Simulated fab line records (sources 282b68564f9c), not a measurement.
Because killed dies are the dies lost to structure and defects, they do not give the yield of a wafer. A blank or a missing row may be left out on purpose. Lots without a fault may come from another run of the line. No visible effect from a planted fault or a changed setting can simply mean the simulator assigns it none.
Struck lot and sound lot, side by side	flow rit cmos	43 out of 202 route steps
Sound: wafers L513.3, L513.4, L513.6. Wafers L514.1, L514.2, L514.4 were the ones struck. The cause is named last.
Per side, at each step with rows, come the tool, then ch with its chambers, and then its first start. Under that, the readings that differ: sound wafers	struck wafers	difference of the means	sigmas: that difference in standard deviations of wafers without a fault.
alike: same words and numbers on both sides, and readings whose means sit less than 2 such deviations apart. not compared: any withheld reading, any reading some wafer has no value for, any bound like >300 that may hide the same value, and any number with overlapping values for which the record gives no deviation.
Wherever a step has rows on one side only, a row that says differs or no value, or a row with sigmas, the two part there. Non-overlapping numbers with no deviation appear without sigmas and do not part them. Lack of a reading on every wafer of one side parts them only where that side has two or more wafers.

first, 2 steps without rows for these wafers: RIT_SDANNEAL_CLEAN_02 (cleans in SC2, time 600 s); RIT_SDANNEAL_RTA_03 (time 5 s).
RIT_SDANNEAL_RS_MEAS_04: measures by four-point-probe.
  sound on film metro-04 at day 4 06:22; struck on film metro-02 at day 4 07:10
  alike: PSD_RS
RIT_SDANNEAL_RS_MEAS_05: measures by four-point-probe.
  sound on film metro-04 at day 4 06:29; struck on film metro-02 at day 4 07:17
  alike: NSD_RS
RIT_SDANNEAL_RS_MEAS_06: measures by four-point-probe.
  sound on film metro-04 at day 4 06:36; struck on film metro-02 at day 4 07:24
  alike: PLDD_RS
RIT_SDANNEAL_RS_MEAS_07: measures by four-point-probe.
  sound on film metro-04 at day 4 06:43; struck on film metro-02 at day 4 07:31
  alike: NLDD_RS
then, 1 step without rows for these wafers: RIT_SILICIDE_WET_ETCH_00 (etches SiO2 in BOE, target depth 14 nm, time 15 s).
RIT_SILICIDE_SPUTTER_01: material Ti, target thk 30 nm, time 240 s.
  sound on pvd sputter-04 at day 4 06:55; struck on pvd sputter-01 at day 4 07:39
reading	sound	struck	difference	sigmas
throttle valve pct (%)	32.3 31.4 31.4	29.0 29.4 27.6	-3.0	-2
RIT_SILICIDE_RS_MEAS_02: measures by four-point-probe.
  sound on film metro-01 at day 4 07:07; struck on film metro-01 at day 4 07:48
  alike: SILICIDE_TI_RS
RIT_SILICIDE_THK_MEAS_03: measures by xrf.
  sound on film metro-01 at day 4 07:13; struck on film metro-01 at day 4 07:55
  alike: SILICIDE_TI_THK
RIT_SILICIDE_RTA_04: time 10 s, ramp up 5 s, ramp down 5 s.
  sound on rtp anneal-01 ch 0, day 4 07:16; struck on rtp anneal-01 ch 0, day 4 07:59
  alike: wafer_temp_C_max
then, 1 step without rows for these wafers: RIT_SILICIDE_WET_ETCH_05 (etches Ti in SPM, time 120 s).
RIT_SILICIDE_RTA_06: time 10 s, ramp up 5 s, ramp down 10 s.
  sound on rtp anneal-02 ch 0, day 4 07:23; struck on rtp anneal-02 ch 0, day 4 08:05
  alike: wafer_temp_C_max
then, 1 step without rows for these wafers: RIT_CONTACT_CVD_00 (deposits SiO2 from TEOS, target thk 400 nm, time 61 s).
RIT_CONTACT_THK_MEAS_01:
  sound on film metro-01 at day 4 07:29; struck on film metro-02 at day 4 08:13
  alike: CONTACT_TEOS_THK
then, 6 steps without rows for these wafers: RIT_CONTACT_HMDS_02 (prime time 60 s); RIT_CONTACT_COAT_03 (resist thk 1000 nm); RIT_CONTACT_SOFTBAKE_04 (time 60 s); RIT_CONTACT_EXPOSE_05 (exposes mask M11, target cd 1000 nm); RIT_CONTACT_PEB_06; RIT_CONTACT_DEVELOP_07 (develop time 120 s).
RIT_CONTACT_CD_MEAS_08 targets a cd of 1000 nm.
  sound on cd sem-02 at day 4 08:49; struck on cd sem-02 at day 4 09:14
reading	sound	struck	difference	sigmas
cd nm (nm)	996.0 995.9 998.9	1001.5 1002.3 1002.1	+5.0	+2
RIT_CONTACT_OVL_MEAS_09:
  sound on overlay-01 at day 4 08:55; struck on overlay-01 at day 4 09:21
  alike: CONTACT_OVL
then, 2 steps without rows for these wafers: RIT_CONTACT_HARDBAKE_10 (time 60 s); RIT_CONTACT_ETCH_11 (etches SiO2 in CHF3/CF4/Ar, stops on TiSi2, target depth 480 nm, time 320 s).
RIT_CONTACT_STRIP_12: strips in O2, time 180 s.
  sound on plasma asher-03 ch 0,1, day 4 09:20; struck on plasma asher-04 ch 0,1, day 4 09:44
  alike: drypump motor current A
  not compared: rf hours counter h
RIT_CONTACT_CD_MEAS_90 targets a cd of 1000 nm.
  sound on cd sem-02 at day 4 09:30; struck on cd sem-02 at day 4 09:55
reading	sound	struck	difference	sigmas
cd nm (nm)	996.1 995.8 998.1	1002.0 1002.0 1002.4	+5.5	+2
then, 2 steps without rows for these wafers: RIT_CONTACT_CLEAN_13 (cleans in SC1, time 600 s); RIT_CONTACT_CLEAN_14 (cleans in SC2, time 600 s).
RIT_M1_SPUTTER_00: material Al, target thk 400 nm, time 500 s.
  sound on pvd sputter-02 at day 4 09:56; struck on pvd sputter-01 at day 4 10:23
  alike: throttle valve pct
RIT_M1_RS_MEAS_01: measures by four-point-probe.
  sound on film metro-02 at day 4 10:17; struck on film metro-03 at day 4 10:40
  alike: M1_AL_RS
RIT_M1_THK_MEAS_02: measures by xrf.
  sound on film metro-02 at day 4 10:23; struck on film metro-03 at day 4 10:47
  alike: M1_AL_THK
then, 6 steps without rows for these wafers: RIT_M1_HMDS_03 (prime time 60 s); RIT_M1_COAT_04 (resist thk 1300 nm); RIT_M1_SOFTBAKE_05 (time 60 s); RIT_M1_EXPOSE_06 (exposes mask M12, target cd 2600 nm); RIT_M1_PEB_07; RIT_M1_DEVELOP_08 (develop time 68 s).
RIT_M1_CD_MEAS_09 targets a cd of 2600 nm.
  sound on cd sem-02 at day 4 11:32; struck on cd sem-02 at day 4 11:52
  alike: cd nm
RIT_M1_OVL_MEAS_10:
  sound on overlay-01 at day 4 11:37; struck on overlay-01 at day 4 11:59
  alike: M1_OVL
then, 1 step without rows for these wafers: RIT_M1_HARDBAKE_11 (time 120 s).
RIT_M1_METAL_ETCH_12: etches Al in Cl2/BCl3, stops on SiO2, time 165 s, target depth 600 nm.
  sound on rie metal-01 ch 0,1, day 4 12:04; struck on rie metal-03 ch 0,1, day 4 12:16
  alike: drypump motor current A, oes product au, throttle valve pct
  not compared: rf hours counter h
RIT_M1_PROBE_99:
  sound on prober-01 at day 4 14:22; struck on prober-01 at day 4 14:34
reading	sound	struck	difference	sigmas
model.etest.npoly sal.rs ohm sq	4.314 4.264 4.282	8.124 8.216 8.265	+3.915	
model.etest.ppoly sal.rs ohm sq	4.259 4.221 4.285	8.043 8.051 8.126	+3.818	
model.etest.pplus sal.rs ohm sq	4.266 4.219 4.242	8.015 8.066 8.03	+3.795	
model.etest.nplus sal.rs ohm sq	4.275 4.207 4.262	8.011 8.061 8.048	+3.792	
model.etest.pplus sal.line ohm um	1.24 1.23 1.234	2.322 2.293 2.323	+1.078	
model.etest.nplus sal.line ohm um	1.238 1.237 1.23	2.293 2.299 2.322	+1.070	
model.etest.contact pplus.rc ohm	1.335 1.339 1.325	2.391 2.387 2.381	+1.053	
model.etest.contact nplus.rc ohm	1.456 1.334 1.386	2.313 2.317 2.379	+0.944	
  alike: killed at contacts, killed at front end, killed dies, killed open, killed short

WHERE THEY PART
First at RIT_SILICIDE_SPUTTER_01; last, within this record, at RIT_CONTACT_CD_MEAS_90. Later steps at which nothing parts them and some readings are alike: RIT_M1_SPUTTER_00, RIT_M1_RS_MEAS_01, RIT_M1_THK_MEAS_02, RIT_M1_CD_MEAS_09, RIT_M1_OVL_MEAS_10, RIT_M1_METAL_ETCH_12, RIT_M1_PROBE_99.

WHY: what had been put in by the simulator
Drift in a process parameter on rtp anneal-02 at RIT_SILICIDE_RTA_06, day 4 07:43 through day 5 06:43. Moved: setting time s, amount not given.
